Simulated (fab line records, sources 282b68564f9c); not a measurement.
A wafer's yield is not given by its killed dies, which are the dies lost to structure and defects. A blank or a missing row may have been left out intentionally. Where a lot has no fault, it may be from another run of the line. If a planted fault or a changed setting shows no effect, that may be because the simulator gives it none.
Split-lot study ; flow rit cmos ; 23 wafers read across 5 lots, on a route 202 steps long

## ABOUT THE SPLIT
At RIT_NRETRO_IMPLANT_08, the setting energy kev was moved away from the recipe's 70 on 9 of the 23 wafers read, by -6.0% to +5.9%. For the rest of the wafers, this setting stayed at what the recipe calls for.

## SPLIT TO READING: what lies between them in the file, 1 step
- RIT_NRETRO_STRIP_09: strips in O2, time 180 s

## THE READING
NRETRO_TW, at RIT_NRETRO_TW_MEAS_10. Typical for fault-free wafers on this fab line: 1054, with standard deviation 3.3.

wafer;tool, chamber at the split;energy kev as run;against the recipe;NRETRO_TW;against lot-mates on the recipe
L074.1;implanter-04, 0;74.13;+5.9%;1069;+14
L074.2;implanter-04, 0;70;recipe;1050;-
L074.3;implanter-04, 0;70;recipe;1059;-
L074.4;implanter-04, 0;74.13;+5.9%;1077;+22
L074.5;implanter-04, 0;70;recipe;1055;-
L077.2;implanter-01, 0;70;recipe;1059;-
L077.3;implanter-01, 0;70;recipe;1059;-
L077.4;implanter-01, 0;67.21;-4.0%;1042;-14
L077.5;implanter-01, 0;70;recipe;1050;-
L077.6;implanter-01, 0;67.21;-4.0%;1041;-15
L078.1;implanter-03, 0;65.8;-6.0%;1031;-27
L078.3;implanter-03, 0;65.8;-6.0%;1035;-23
L078.4;implanter-03, 0;65.8;-6.0%;1035;-23
L078.5;implanter-03, 0;70;recipe;1055;-
L078.6;implanter-03, 0;70;recipe;1061;-
L082.1;implanter-03, 0;70;recipe;1052;-
L082.3;implanter-03, 0;65.85;-5.9%;1034;-19
L082.4;implanter-03, 0;70;recipe;1053;-
L082.5;implanter-03, 0;65.85;-5.9%;1032;-21
L082.6;implanter-03, 0;70;recipe;1054;-
L085.2;implanter-03, 0;70;recipe;1048;-
L085.5;implanter-03, 0;70;recipe;1051;-
L085.6;implanter-03, 0;70;recipe;1051;-

FIT RESULTS
A straight line over all 23 wafers: NRETRO_TW changes by +3.35 for each +1% of energy kev; r = +0.96; the points scatter about the line by 3.6.
The same after taking each lot's own level away (the mean of its wafers on the recipe; 23 wafers): +3.55 for each +1%; r = +0.97; scatter 3.1.
Per that fit: largest energy kev move, reading shift of 21.
The span of the lots' own levels, 1050.0 to 1058.0, comes to 2.4 times the standard deviation stated above.
So the lot-to-lot level changes the slope little: the two slopes agree.
Check: with one of the wafers moved furthest among these (-6.0%) left out of the fit, the line predicts -21 for it against its lot-mates. It came out at -27 against them.

## THE OTHER SPLITS THESE WAFERS WENT THROUGH
Note: prior to the reading, these wafers also went through further splits. Each is held against what the fit with the lots' levels taken away leaves over:
other split on the same wafers;wafers away from the commonest value;r with NRETRO_TW (lot level and that fit taken away)
RIT_ACTIVE_EXPOSE_08 dose mj;8;-0.15
RIT_FOX1_OXIDATION_00 ox time s;15;-0.20
RIT_NWELL_SOFTBAKE_02 temp c;10;-0.22
RIT_NWELL_IMPLANT_08 energy kev;8;-0.12
RIT_PWELL_IMPLANT_08 dose cm2;6;+0.30

## THE WHOLE CHAIN: every reading that the file lists as answering this split, in the file's order
step;what it does;reading;change (the file's fit);r (the file's)
RIT_NRETRO_IMPLANT_08;;implant.rp nm (the simulator's own value, which no gauge read);+0.887 nm for each +1% of the setting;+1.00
RIT_NRETRO_IMPLANT_08;;implant.drp nm (the simulator's own value, which no gauge read);+0.289 nm for each +1% of the setting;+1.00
RIT_NRETRO_TW_MEAS_10;;NRETRO_TW;+3.54 for each +1% of the setting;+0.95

## THE FILE'S OWN FIT
NRETRO_TW changes by +3.54 for each +1% of energy kev, r = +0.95.
